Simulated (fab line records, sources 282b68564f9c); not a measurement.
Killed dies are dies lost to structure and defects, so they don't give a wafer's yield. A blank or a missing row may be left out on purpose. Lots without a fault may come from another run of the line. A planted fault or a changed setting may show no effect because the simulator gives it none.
fab line records | flow rit_cmos | part 1 of 2: steps 1 to 30 of 40
record lots=5 wafers=15 last_day=7
route steps=202 shown PSD@147 SDANNEAL@153 NSD@158 PLDD@159 NLDD@160 SILICIDE@161 CONTACT@168 M1@184
lots that met no fault: from a run of the same line without faults
start_h: hours from the record's first day to the start of the lot's first wafer shown | wait_h: hours since the lot's step before | " the same as in the row above | L1.1+2: a row that stands for several wafers | - no value, or no start given | * or withheld: withheld | < > ~ a bound
route shown NAME@n: a module of which the file shows steps, and the number in the route of the first | usual: mean/standard deviation of fault-free wafers | same: alike in all rows | chamber/n: place in a boat | sites: the reading at each site | _std_site: their standard deviation | _edge_site: outer sites' mean less inner sites' | radius_mm: how far each site lies from the wafer's centre | mask NAME#n: copy n | behind: the tool/chamber that last shaped the wafer | hold: why the lot was held/for how many hours/how that ended | device: the transistor (n, p or np) that didn't switch | end of line: the same wafers' tests at the end of the route | a step without rows: its recipe alone | killed: dies lost to structure and defects at the first sort, not the wafer's yield | map: a wafer's dies, x killed, . not, _ none there
set.NAME: the setting as run; set.NAME@STEP: as run at that earlier step | model.NAME: the simulator's own value behind a step, which no gauge read
lots at some steps of the route; a table a step, a row a wafer
services: from which hour (start_h, from the record's first day; less than 0 if before it) a tool's chamber was out of use, for how many hours, and why
## steps
# step RIT_PSD_DEVELOP_05
# recipe resist=NOVOLAK develop_time_s=50 dev_temp_c=23
# columns lot.wafer tool chamber start_h wait_h
L074.1+4+5 litho_track-04 0 - -
L085.1+2+4 litho_track-01 0 - -
L086.1+4+6 litho_track-04 0 - -
L090.3+4+6 litho_track-02 0 - -
L094.2+4+5 litho_track-04 0 - -
# step RIT_PSD_OVL_MEAS_06
# usual PSD_OVL=0.4/1.5
# columns lot.wafer tool chamber start_h wait_h PSD_OVL[nm]
L074.1 overlay-01 - 54.67 - 2.2
L074.4 " - " " 0.9
L074.5 " - " " 2.1
L085.1 overlay-01 - 104.98 - -0.8
L085.2 " - " " -0.3
L085.4 " - " " 0.3
L086.1 overlay-02 - 109.86 - -0.7
L086.4 " - " " -0.5
L086.6 " - " " 0.1
L090.3 overlay-02 - 130.10 - -0.7
L090.4 " - " " -0.5
L090.6 " - " " 1.0
L094.2 overlay-01 - 149.03 - -0.1
L094.4 " - " " -1.1
L094.5 " - " " 1.0
# step RIT_PSD_HARDBAKE_07
# recipe resist=NOVOLAK temp_c=140 time_s=60
# columns lot.wafer tool chamber start_h wait_h
L074.1+4+5 litho_track-01 0 54.71 0.0
L085.1+2+4 litho_track-04 0 105.01 0.0
L086.1+4+6 litho_track-02 0 109.89 0.0
L090.3+4+6 litho_track-04 0 130.17 0.1
L094.2+4+5 litho_track-04 0 149.08 0.0
# step RIT_PSD_IMPLANT_08
# recipe species=BF2 energy_kev=27 dose_cm2=5e+15 tilt_deg=7
# usual tilt_deg=7.000/0.019
# columns lot.wafer tool chamber start_h wait_h tilt_deg
L074.1 implanter-01 0 54.86 0.1 6.998
L074.4 " 0 " " 6.976
L074.5 " 0 " " 7.001
L085.1 implanter-01 0 105.16 0.1 6.994
L085.2 " 0 " " 6.994
L085.4 " 0 " " 7.005
L086.1 implanter-01 0 110.04 0.1 7.026
L086.4 " 0 " " 6.974
L086.6 " 0 " " 7.006
L090.3 implanter-02 0 130.32 0.1 7.001
L090.4 " 0 " " 7.032
L090.6 " 0 " " 7.042
L094.2 implanter-01 0 149.23 0.1 7.032
L094.4 " 0 " " 7.011
L094.5 " 0 " " 7.035
# step RIT_PSD_STRIP_09
# recipe chemistry=O2 time_s=180 resist=NOVOLAK platen_temp_c=withheld power_w=500 pressure_mtorr=4000 o2_flow_sccm=4000
# usual drypump_motor_current_A=5.8/0.62
# columns lot.wafer tool chamber start_h wait_h drypump_motor_current_A rf_hours_counter_h
L074.1 plasma_asher-01 1 55.01 0.1 6.3 40
L074.4 " 1 " " 6.3 -
L074.5 " 0 " " 6.3 -
L085.1 plasma_asher-01 0 105.31 0.1 6.3 46
L085.2 " 1 " " 6.4 46
L085.4 " 1 " " 6.3 -
L086.1 plasma_asher-03 0 110.19 0.1 6.6 46
L086.4 " 0 " " 6.6 -
L086.6 " 0 " " 6.6 -
L090.3 plasma_asher-01 0 130.48 0.1 6.4 -
L090.4 " 1 " " 6.3 -
L090.6 " 0 " " 6.4 -
L094.2 plasma_asher-02 1 149.36 0.1 5.0 51
L094.4 " 0 " " 5.3 -
L094.5 " 1 " " 5.0 -
# step RIT_PSD_TW_MEAS_10
# usual PSD_TW=3443/42
# columns lot.wafer tool chamber start_h wait_h PSD_TW
L074.1 film_metro-02 - 55.18 0.1 3480
L074.4 " - " " 3506
L074.5 " - " " 3493
L085.1 film_metro-01 - 105.49 0.1 3437
L085.2 " - " " 3444
L085.4 " - " " 3433
L086.1 film_metro-02 - 110.37 0.1 3497
L086.4 " - " " 3497
L086.6 " - " " 3484
L090.3 film_metro-01 - 130.62 0.1 3449
L090.4 " - " " 3429
L090.6 " - " " 3448
L094.2 film_metro-03 - 149.54 0.1 3413
L094.4 " - " " 3404
L094.5 " - " " 3397
# step RIT_SDANNEAL_CLEAN_00
# recipe chemistry=SC1 mix=3:3:50 time_s=600 temp_c=75
# usual bath_heat_duty_pct=15.4/1.6
# columns lot.wafer tool chamber start_h wait_h bath_heat_duty_pct
L074.1 wet_bench-03 3 55.24 0.1 16.4
L074.4 " 3 " " 15.9
L074.5 " 3 " " 16.8
L085.1 wet_bench-03 0 105.55 0.1 16.2
L085.2 " 0 " " 17.1
L085.4 " 0 " " 17.2
L086.1 wet_bench-04 1 110.43 0.1 13.5
L086.4 " 1 " " 15.1
L086.6 " 1 " " 14.9
L090.3 wet_bench-04 3 130.66 0.0 14.4
L090.4 " 3 " " 14.6
L090.6 " 3 " " 14.2
L094.2 wet_bench-02 0 149.59 0.0 17.0
L094.4 " 0 " " 15.0
L094.5 " 0 " " 13.9
# step RIT_SDANNEAL_CLEAN_01
# recipe chemistry=dHF dilution=50:1 time_s=30
# columns lot.wafer tool chamber start_h wait_h
L074.1+4+5 wet_bench-04 0 55.47 0.0
L085.1+2+4 wet_bench-04 2 105.74 0.0
L086.1+4+6 wet_bench-04 1 110.60 0.0
L090.3+4+6 wet_bench-03 1 130.83 0.0
L094.2+4+5 wet_bench-03 2 149.77 0.0
# step RIT_SDANNEAL_CLEAN_02
# recipe chemistry=SC2 mix=3:3:50 time_s=600 temp_c=75 dry=n2_spin
# usual bath_heat_duty_pct=16.2/1.9
# columns lot.wafer tool chamber start_h wait_h bath_heat_duty_pct
L074.1 wet_bench-04 1 55.48 0.0 14.8
L074.4 " 1 " " 14.2
L074.5 " 1 " " 15.3
L085.1 wet_bench-02 0 105.76 0.0 15.0
L085.2 " 0 " " 14.8
L085.4 " 0 " " 16.8
L086.1 wet_bench-04 0 110.62 0.0 15.5
L086.4 " 0 " " 16.1
L086.6 " 0 " " 16.5
L090.3 wet_bench-02 2 130.85 0.0 20.6
L090.4 " 2 " " 20.1
L090.6 " 2 " " 19.7
L094.2 wet_bench-02 2 149.79 0.0 20.9
L094.4 " 2 " " 18.5
L094.5 " 2 " " 20.0
# step RIT_SDANNEAL_RTA_03
# recipe temp_c=1050 time_s=5 idle_temp_c=600 ramp_up_c_per_s=342 ramp_down_c_per_s=171 cool_to_c=600 ambient=N2
# usual ramp_up_c_per_s=342.01/0.068 wafer_temp_C_max=1053.5/1.1
# columns lot.wafer tool chamber start_h wait_h ramp_up_c_per_s wafer_temp_C_max
L074.1 rtp_anneal-01 0 55.66 0.0 341.97 1054.8
L074.4 " 0 " " 341.99 1052.3
L074.5 " 0 " " 341.96 1052.5
L085.1 rtp_anneal-01 0 106.14 0.0 342.01 1053.5
L085.2 " 0 " " 341.93 1053.8
L085.4 " 0 " " 341.94 1054.5
L086.1 rtp_anneal-02 0 110.79 0.0 342.05 1054.4
L086.4 " 0 " " 341.95 1053.1
L086.6 " 0 " " 341.96 1053.6
L090.3 rtp_anneal-02 0 131.06 0.0 341.95 1054.7
L090.4 " 0 " " 341.93 1053.0
L090.6 " 0 " " 342.05 1052.2
L094.2 rtp_anneal-02 0 149.97 0.0 341.99 1054.1
L094.4 " 0 " " 342.00 1054.9
L094.5 " 0 " " 342.05 1053.0
# step RIT_SDANNEAL_RS_MEAS_04
# recipe thk_meas_gauge=four-point-probe
# usual PSD_RS=115.9/0.32
# columns lot.wafer tool chamber start_h wait_h PSD_RS[ohm/sq]
L074.1 film_metro-01 - 55.72 0.0 115.9
L074.4 " - " " 115.9
L074.5 " - " " 115.7
L085.1 film_metro-03 - 106.20 0.0 116.0
L085.2 " - " " 116.4
L085.4 " - " " 116.3
L086.1 film_metro-03 - 110.85 0.0 115.7
L086.4 " - " " 115.8
L086.6 " - " " 115.8
L090.3 film_metro-01 - 131.18 0.1 116.2
L090.4 " - " " 116.2
L090.6 " - " " 116.0
L094.2 film_metro-01 - 150.04 0.1 115.6
L094.4 " - " " 115.8
L094.5 " - " " 115.8
# step RIT_SDANNEAL_RS_MEAS_05
# recipe thk_meas_gauge=four-point-probe
# usual NSD_RS=84.56/0.23
# columns lot.wafer tool chamber start_h wait_h NSD_RS[ohm/sq]
L074.1 film_metro-01 - 55.84 0.1 83.97
L074.4 " - " " 84.30
L074.5 " - " " 84.11
L085.1 film_metro-03 - 106.32 0.1 84.40
L085.2 " - " " 84.17
L085.4 " - " " 84.46
L086.1 film_metro-03 - 110.97 0.1 84.42
L086.4 " - " " 84.69
L086.6 " - " " 84.67
L090.3 film_metro-01 - 131.30 0.1 84.56
L090.4 " - " " 84.72
L090.6 " - " " 84.84
L094.2 film_metro-01 - 150.16 0.1 84.58
L094.4 " - " " 84.80
L094.5 " - " " 84.30
# step RIT_SDANNEAL_RS_MEAS_06
# recipe thk_meas_gauge=four-point-probe
# usual PLDD_RS=178.6/0.43
# columns lot.wafer tool chamber start_h wait_h PLDD_RS[ohm/sq]
L074.1 film_metro-01 - 55.96 0.1 179.2
L074.4 " - " " 179.1
L074.5 " - " " 178.8
L085.1 film_metro-03 - 106.44 0.1 179.1
L085.2 " - " " 179.4
L085.4 " - " " 179.4
L086.1 film_metro-03 - 111.09 0.1 178.7
L086.4 " - " " 179.1
L086.6 " - " " 178.3
L090.3 film_metro-01 - 131.42 0.1 178.8
L090.4 " - " " 178.3
L090.6 " - " " 178.1
L094.2 film_metro-01 - 150.28 0.1 178.6
L094.4 " - " " 178.4
L094.5 " - " " 178.4
# step RIT_SDANNEAL_RS_MEAS_07
# recipe thk_meas_gauge=four-point-probe
# usual NLDD_RS=151.6/0.53
# columns lot.wafer tool chamber start_h wait_h NLDD_RS[ohm/sq]
L074.1 film_metro-01 - 56.08 0.1 150.8
L074.4 " - " " 150.4
L074.5 " - " " 150.7
L085.1 film_metro-03 - 106.56 0.1 152.0
L085.2 " - " " 151.5
L085.4 " - " " 152.3
L086.1 film_metro-03 - 111.21 0.1 152.1
L086.4 " - " " 152.4
L086.6 " - " " 152.6
L090.3 film_metro-01 - 131.54 0.1 152.5
L090.4 " - " " 152.4
L090.6 " - " " 152.7
L094.2 film_metro-01 - 150.40 0.1 151.2
L094.4 " - " " 151.1
L094.5 " - " " 151.3
# step RIT_SILICIDE_WET_ETCH_00
# recipe chemistry=BOE target=SiO2 target_depth_nm=14 time_s=15 dry=n2_spin dilution=10:1 temp_c=21.5
# usual bath_heat_duty_pct=1.7/0.37
# columns lot.wafer tool chamber start_h wait_h bath_heat_duty_pct
L074.1 wet_bench-04 3 56.20 0.1 2.6
L074.4 " 3 " " 1.8
L074.5 " 3 " " 2.0
L085.1 wet_bench-03 2 106.68 0.1 1.4
L085.2 " 2 " " 1.6
L085.4 " 2 " " 1.9
L086.1 wet_bench-01 3 111.33 0.1 1.0
L086.4 " 3 " " 2.3
L086.6 " 3 " " 2.1
L090.3 wet_bench-01 0 131.62 0.1 1.6
L090.4 " 0 " " 0.9
L090.6 " 0 " " 2.1
L094.2 wet_bench-04 3 150.50 0.1 1.7
L094.4 " 3 " " 1.3
L094.5 " 3 " " 1.2
# step RIT_SILICIDE_SPUTTER_01
# recipe material=Ti target_thk_nm=30 power_w=350 chamber_pressure_pa=0.667 gas=Ar time_s=240 substrate_temp_c=25
# usual cathode_dc_power_W=350.00/0.062 throttle_valve_pct=30.2/0.96
# columns lot.wafer tool chamber start_h wait_h cathode_dc_power_W throttle_valve_pct
L074.1 pvd_sputter-02 - 56.21 0.0 349.94 28.2
L074.4 " - " " 349.95 31.4
L074.5 " - " " 349.98 29.0
L085.1 pvd_sputter-01 - 106.69 0.0 350.15 31.6
L085.2 " - " " 349.97 29.9
L085.4 " - " " 350.04 30.7
L086.1 pvd_sputter-02 - 111.35 0.0 349.95 28.5
L086.4 " - " " 349.97 31.4
L086.6 " - " " 349.90 28.6
L090.3 pvd_sputter-02 - 131.63 0.0 350.07 28.5
L090.4 " - " " 349.99 28.7
L090.6 " - " " 350.00 30.5
L094.2 pvd_sputter-02 - 150.51 0.0 350.07 29.0
L094.4 " - " " 350.01 28.6
L094.5 " - " " 349.87 29.0
# step RIT_SILICIDE_RS_MEAS_02
# recipe thk_meas_gauge=four-point-probe reads=Ti_of_SILICIDE_SPUTTER_01
# usual SILICIDE_TI_RS=47.9/0.79
# columns lot.wafer tool chamber start_h wait_h SILICIDE_TI_RS[ohm/sq]
L074.1 film_metro-02 - 56.36 0.1 46.9
L074.4 " - " " 48.4
L074.5 " - " " 48.3
L085.1 film_metro-02 - 106.84 0.1 49.5
L085.2 " - " " 48.4
L085.4 " - " " 48.4
L086.1 film_metro-01 - 111.50 0.1 47.2
L086.4 " - " " 48.3
L086.6 " - " " 47.1
L090.3 film_metro-04 - 131.82 0.1 46.8
L090.4 " - " " 48.8
L090.6 " - " " 47.3
L094.2 film_metro-04 - 150.68 0.1 48.8
L094.4 " - " " 47.2
L094.5 " - " " 48.6
# step RIT_SILICIDE_THK_MEAS_03
# recipe thk_meas_gauge=xrf reads=Ti_of_SILICIDE_SPUTTER_01
# usual SILICIDE_TI_THK=29.8/0.42
# columns lot.wafer tool chamber start_h wait_h SILICIDE_TI_THK[nm]
L074.1 film_metro-02 - 56.48 0.1 30.5
L074.4 " - " " 29.9
L074.5 " - " " 29.8
L085.1 film_metro-02 - 106.96 0.1 29.3
L085.2 " - " " 29.8
L085.4 " - " " 29.8
L086.1 film_metro-01 - 111.62 0.1 29.9
L086.4 " - " " 29.4
L086.6 " - " " 29.9
L090.3 film_metro-04 - 131.92 0.1 30.5
L090.4 " - " " 29.4
L090.6 " - " " 30.1
L094.2 film_metro-04 - 150.79 0.1 29.2
L094.4 " - " " 30.1
L094.5 " - " " 29.4
# step RIT_SILICIDE_RTA_04
# recipe temp_c=650 time_s=10 idle_temp_c=25 ramp_up_s=5 ramp_down_s=5 cool_to_c=25 ambient=N2
# usual wafer_temp_C_max=653.8/0.74
# columns lot.wafer tool chamber start_h wait_h wafer_temp_C_max
L074.1 rtp_anneal-01 0 56.54 0.1 653.7
L074.4 " 0 " " 654.8
L074.5 " 0 " " 654.3
L085.1 rtp_anneal-02 0 107.02 0.1 653.8
L085.2 " 0 " " 655.1
L085.4 " 0 " " 653.6
L086.1 rtp_anneal-01 0 111.68 0.1 654.2
L086.4 " 0 " " 653.6
L086.6 " 0 " " 654.5
L090.3 rtp_anneal-01 0 131.99 0.1 654.3
L090.4 " 0 " " 654.3
L090.6 " 0 " " 655.1
L094.2 rtp_anneal-01 0 150.85 0.1 653.8
L094.4 " 0 " " 655.1
L094.5 " 0 " " 653.1
# step RIT_SILICIDE_WET_ETCH_05
# recipe chemistry=SPM target=Ti temp_c=90 time_s=120 dry=n2_spin
# usual bath_heat_duty_pct=13.6/1.3
# columns lot.wafer tool chamber start_h wait_h bath_heat_duty_pct
L074.1 wet_bench-01 2 56.61 0.1 13.9
L074.4 " 2 " " 13.8
L074.5 " 2 " " 14.5
L085.1 wet_bench-04 3 107.09 0.1 12.8
L085.2 " 3 " " 12.4
L085.4 " 3 " " 13.8
L086.1 wet_bench-03 3 111.74 0.1 14.7
L086.4 " 3 " " 13.5
L086.6 " 3 " " 13.7
L090.3 wet_bench-03 2 132.03 0.0 12.6
L090.4 " 2 " " 12.8
L090.6 " 2 " " 13.0
L094.2 wet_bench-01 2 150.91 0.0 15.8
L094.4 " 2 " " 14.0
L094.5 " 2 " " 14.8
# step RIT_SILICIDE_RTA_06
# recipe temp_c=750 time_s=10 idle_temp_c=25 ramp_up_s=5 ramp_down_s=10 cool_to_c=25 ambient=N2
# usual wafer_temp_C_max=754.4/0.87
# columns lot.wafer tool chamber start_h wait_h wafer_temp_C_max
L074.1 rtp_anneal-02 0 56.65 0.0 754.3
L074.4 " 0 " " 753.4
L074.5 " 0 " " 754.0
L085.1 rtp_anneal-01 0 107.13 0.0 753.9
L085.2 " 0 " " 753.9
L085.4 " 0 " " 755.5
L086.1 rtp_anneal-02 0 111.79 0.0 753.2
L086.4 " 0 " " 754.9
L086.6 " 0 " " 754.0
L090.3 rtp_anneal-02 0 132.10 0.0 755.7
L090.4 " 0 " " 754.5
L090.6 " 0 " " 754.2
L094.2 rtp_anneal-02 0 150.96 0.0 754.1
L094.4 " 0 " " 753.6
L094.5 " 0 " " 755.0
# step RIT_CONTACT_CVD_00
# recipe material=SiO2 target_thk_nm=400 precursor=TEOS temp_c=390 time_s=61 rf_w=400
# usual heater_power_w=330/54
# columns lot.wafer tool chamber start_h wait_h heater_power_w
L074.1 pecvd-02 2 56.71 0.1 249
L074.4 " 0 " " 284
L074.5 " 1 " " 408
L085.1 pecvd-02 2 107.20 0.1 238
L085.2 " 1 " " 422
L085.4 " 2 " " 251
L086.1 pecvd-01 0 111.85 0.1 301
L086.4 " 2 " " 352
L086.6 " 1 " " 356
L090.3 pecvd-04 1 132.14 0.0 330
L090.4 " 1 " " 350
L090.6 " 0 " " 293
L094.2 pecvd-02 0 151.02 0.0 336
L094.4 " 0 " " 343
L094.5 " 2 " " 283
# step RIT_CONTACT_THK_MEAS_01
# recipe reads=SiO2_of_CONTACT_CVD_00
# usual CONTACT_TEOS_THK=402/6.6
# columns lot.wafer tool chamber start_h wait_h CONTACT_TEOS_THK[nm]
L074.1 film_metro-02 - 56.77 0.0 401
L074.4 " - " " 395
L074.5 " - " " 406
L085.1 film_metro-03 - 107.25 0.0 405
L085.2 " - " " 403
L085.4 " - " " 411
L086.1 film_metro-03 - 111.91 0.0 395
L086.4 " - " " 410
L086.6 " - " " 405
L090.3 film_metro-04 - 132.21 0.0 398
L090.4 " - " " 402
L090.6 " - " " 399
L094.2 film_metro-03 - 151.08 0.0 399
L094.4 " - " " 406
L094.5 " - " " 422
# step RIT_CONTACT_HMDS_02
# recipe prime_time_s=60 prime_temp_c=140
# columns lot.wafer tool chamber start_h wait_h
L074.1+4+5 litho_track-03 0 56.83 0.1
L085.1+2+4 litho_track-01 0 107.31 0.1
L086.1+4+6 litho_track-03 0 111.97 0.1
L090.3+4+6 litho_track-03 0 132.30 0.1
L094.2+4+5 litho_track-01 0 151.21 0.1
# step RIT_CONTACT_COAT_03
# recipe resist=NOVOLAK spin_rpm=3250 resist_thk_nm=1000
# columns lot.wafer tool chamber start_h wait_h
L074.1+4+5 litho_track-03 0 56.98 0.1
L085.1+2+4 litho_track-01 0 107.46 0.1
L086.1+4+6 litho_track-03 0 112.12 0.1
L090.3+4+6 litho_track-03 0 132.45 0.1
L094.2+4+5 litho_track-01 0 151.36 0.1
# step RIT_CONTACT_SOFTBAKE_04
# recipe resist=NOVOLAK temp_c=90 time_s=60
# columns lot.wafer tool chamber start_h wait_h
L074.1+4+5 litho_track-03 0 57.13 0.1
L085.1+2+4 litho_track-01 0 107.61 0.1
L086.1+4+6 litho_track-03 0 112.27 0.1
L090.3+4+6 litho_track-03 0 132.60 0.1
L094.2+4+5 litho_track-01 0 151.51 0.1
# step RIT_CONTACT_EXPOSE_05
# recipe mask_id=M11 na=0.6 source_shape=conventional sigma_outer=0.5 target_cd_nm=1000 dose_mj=250
# same sigma_outer=0.5
# columns lot.wafer tool chamber start_h wait_h mask
L074.1+4+5 iline_stepper-01 0 57.40 0.2 M11#0
L085.1+2+4 iline_stepper-01 0 107.92 0.3 M11#0
L086.1+4+6 iline_stepper-01 0 112.42 0.1 M11#0
L090.3+4+6 iline_stepper-02 0 132.86 0.2 M11#0
L094.2+4+5 iline_stepper-01 0 151.65 0.1 M11#0
# step RIT_CONTACT_PEB_06
# recipe resist=NOVOLAK temp_c=withheld time_s=withheld
# columns lot.wafer tool chamber start_h wait_h
L074.1+4+5 litho_track-04 0 57.56 0.1
L085.1+2+4 litho_track-03 0 108.04 0.1
L086.1+4+6 litho_track-04 0 112.53 0.1
L090.3+4+6 litho_track-01 0 133.04 0.2
L094.2+4+5 litho_track-01 0 151.77 0.1
# step RIT_CONTACT_DEVELOP_07
# recipe resist=NOVOLAK develop_time_s=120 dev_temp_c=23
# columns lot.wafer tool chamber start_h wait_h
L074.1+4+5 litho_track-04 0 - -
L085.1+2+4 litho_track-03 0 - -
L086.1+4+6 litho_track-04 0 - -
L090.3+4+6 litho_track-01 0 - -
L094.2+4+5 litho_track-01 0 - -
# step RIT_CONTACT_CD_MEAS_08
# recipe target_cd_nm=1000
# usual cd_nm=1000.6/2.5
# columns lot.wafer tool chamber start_h wait_h cd_nm
L074.1 cd_sem-01 - 57.96 - 998.2
L074.4 " - " " 996.1
L074.5 " - " " 995.6
L085.1 cd_sem-02 - 108.44 - 1002.1
L085.2 " - " " 1001.4
L085.4 " - " " 1002.3
L086.1 cd_sem-01 - 112.93 - 1003.1
L086.4 " - " " 1001.5
L086.6 " - " " 1002.6
L090.3 cd_sem-01 - 133.43 - 1001.3
L090.4 " - " " 1002.2
L090.6 " - " " 1003.6
L094.2 cd_sem-01 - 152.17 - 997.4
L094.4 " - " " 998.8
L094.5 " - " " 997.6
